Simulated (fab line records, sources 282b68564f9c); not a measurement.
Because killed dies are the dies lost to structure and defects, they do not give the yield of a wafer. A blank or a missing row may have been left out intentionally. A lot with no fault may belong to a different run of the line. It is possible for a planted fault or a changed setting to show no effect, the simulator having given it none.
A lot that was struck, set against a sound lot :: flow rit cmos :: 15 steps out of a route of 202
Sound: wafers L770.3, L770.4, L770.5. Struck: wafers L777.1, L777.2, L777.5. At the end, the cause is stated.
For every step that has rows: the tool of each side, followed by ch and its chambers, followed by its first start. Under that, the readings that differ: sound wafers :: struck wafers :: difference of the means :: sigmas: that difference in standard deviations of wafers without a fault.
alike: a reading whose means differ by less than 2 such deviations, as well as words and numbers matching on both sides. not compared: withheld readings; readings where some wafer has no value; bounds like >300 that might hide an equal value; numbers whose values overlap and for which the record gives no deviation.
A row with sigmas, a row that says differs or no value, or rows on one side alone: a step with any of these is where the two part. Non-overlapping numbers with no deviation appear without sigmas and do not part them. A reading that every wafer of one side lacks parts them only if that side has two wafers or more.

first, 5 steps without rows for these wafers: RIT_M1_COAT_04 (resist thk 1300 nm); RIT_M1_SOFTBAKE_05 (time 60 s); RIT_M1_EXPOSE_06 (exposes mask M12, target cd 2600 nm); RIT_M1_PEB_07; RIT_M1_DEVELOP_08 (develop time 68 s).
RIT_M1_CD_MEAS_09: target cd 2600 nm.
  sound on cd sem-01, day 4 23:01; struck on cd sem-01, day 6 17:19
  alike: cd nm
RIT_M1_OVL_MEAS_10:
  sound on overlay-01, day 4 23:06; struck on overlay-02, day 6 17:26
  alike: M1_OVL
then, 1 step without rows for these wafers: RIT_M1_HARDBAKE_11 (time 120 s).
RIT_M1_METAL_ETCH_12: etches Al in Cl2/BCl3, stops on SiO2, time 165 s, target depth 600 nm.
  sound on rie metal-03 ch 0,1, day 4 23:35; struck on rie metal-01 ch 0,1, day 6 17:43
  alike: drypump motor current A, oes product au, throttle valve pct
  not compared: rf hours counter h
then, 1 step without rows for these wafers: RIT_M1_STRIP_13 (strips in nmp, time 600 s).
RIT_M1_STRIP_14: strips in O2, time 180 s.
  sound on plasma asher-01 ch 0,1, day 4 23:57; struck on plasma asher-01 ch 0,1, day 6 18:04
  alike: drypump motor current A, o2 flow sccm
  not compared: rf hours counter h
RIT_M1_CD_MEAS_90: target cd 2600 nm.
  sound on cd sem-01, day 5 00:06; struck on cd sem-01, day 6 18:14
  alike: cd nm
RIT_M1_ANNEAL_15: time 1800 s.
  sound on furnace-02 ch 0, day 5 00:11; struck on furnace-02 ch 0, day 6 18:21
reading: spike tc centre C (C)
sound: 452.0 453.5 452.6
struck: 423.3 424.1 423.8
difference: -29.0
sigmas: -29

reading: spike tc load C (C)
sound: 468.6 469.7 468.5
struck: 437.3 437.0 439.6
difference: -31.0
sigmas: -33

reading: spike tc source C (C)
sound: 465.1 463.0 464.4
struck: 433.4 431.2 431.7
difference: -32.1
sigmas: -29

reading: tube center temp C (C)
sound: 449.9 450.02 450.01
struck: 420.04 420.01 420.03
difference: -29.95
sigmas: -99 or more

reading: tube_center_temp_C_max
sound: 451.18 451.72 451.10
struck: 420.95 421.33 421.91
difference: -29.94
sigmas: -99 or more

reading: zone power centre pct (%)
sound: 21.77 22.15 21.73
struck: 20.03 20.07 20.30
difference: -1.75
sigmas: -8

reading: zone power load pct (%)
sound: 7.03 7.12 7.02
struck: 6.29 6.20 6.31
difference: -0.79
sigmas: -11

reading: zone power source pct (%)
sound: 8.19 8.03 8.11
struck: 7.24 7.18 7.21
difference: -0.90
sigmas: -12
RIT_M1_BOW_MEAS_16:
  sound on film metro-04, day 5 01:43; struck on film metro-04, day 6 19:51
  alike: M1_BOW
RIT_M1_PROBE_99:
  sound on prober-01, day 5 01:54; struck on prober-02, day 6 19:58
reading: model.etest.nmos_0p15.junction log10 a um
sound: -13.5 -13.6 -13.73
struck: -13.75 -13.75 -13.91
difference: -0.19
sigmas: 

reading: model.etest.contact nplus.rc ohm
sound: 1.356 1.404 1.398
struck: 1.5 1.473 1.615
difference: +0.1
sigmas: 

reading: model.etest.contact npoly.rc ohm
sound: 1.32 1.414 1.38
struck: 1.559 1.547 1.521
difference: +0.171
sigmas: 

reading: model.etest.contact ppoly.rc ohm
sound: 1.344 1.373 1.314
struck: 1.472 1.556 1.53
difference: +0.176
sigmas: 

reading: model.etest.contact pplus.rc ohm
sound: 1.36 1.37 1.375
struck: 1.483 1.527 1.556
difference: +0.154
sigmas: 
  alike: defect limited yield, killed_at_M0_to_M3, killed at front end, killed dies, killed open, killed short, sort_bin_3_pad_short, sort_bin_5_function, sort_bin_6_memory, sort n pass, sort yield pct

== WHERE THEY PART ==
Only at RIT_M1_ANNEAL_15, as far as this record shows. Later steps at which nothing parts them and some readings are alike: RIT_M1_BOW_MEAS_16, RIT_M1_PROBE_99.

WHY: what the simulator had put in
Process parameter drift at RIT_M1_ANNEAL_15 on furnace-02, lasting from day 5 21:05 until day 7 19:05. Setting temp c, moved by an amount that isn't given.
